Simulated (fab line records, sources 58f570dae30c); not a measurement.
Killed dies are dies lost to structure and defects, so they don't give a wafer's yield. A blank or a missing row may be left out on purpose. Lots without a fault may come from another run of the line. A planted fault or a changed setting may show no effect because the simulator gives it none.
Chamber matching | flow berkeley_cmos170 | UCB170_NLDD_CLEAN_12 on wet_bench-03: 3 sister chambers
The step cleans in SPM, time 600 s. 6 wafers are shown with their chamber, then 2 later ones without.

WAFERS WITH THEIR CHAMBER
wafer  | chamber | bath_heat_duty_pct (%) | bath_guard_temp_C (C)
L262.2 | 2       | 17.0                   | 119.5
L262.6 | 2       | 16.2                   | 119.4
L270.4 | 3       | 14.3                   | 120.4
L270.5 | 3       | 14.2                   | 120.2
L274.4 | 1       | 9.8                    | 120.3
L275.1 | 1       | 9.9                    | 120.3

WAFERS WITHOUT THEIR CHAMBER
wafer  | bath_heat_duty_pct (%) | bath_guard_temp_C (C)
L275.2 | 9.7                    | 120.4
L275.5 | 9.2                    | 120.1

WHICH CHAMBER EACH WENT THROUGH
wafer  | from the rows above | in truth
L275.2 | 1                   | 1
L275.5 | 1                   | 1
Placed correctly: 2 of 2. Can't be placed from these rows: 0. Placed wrongly: 0.
How it was worked out, from the rows above alone: a wafer's distance from a chamber is the root of the sum, over the readings, of the square of ((its reading less the chamber's mean) divided by the reading's scatter). The wafer belongs to the nearest chamber; if the next one is less than 2 further off, it can't be placed. A chamber's mean is the mean of its shown wafers. The scatter: the root of (the sum of the squares of (reading less its chamber's mean) over the shown wafers, divided by (wafers less chambers)).
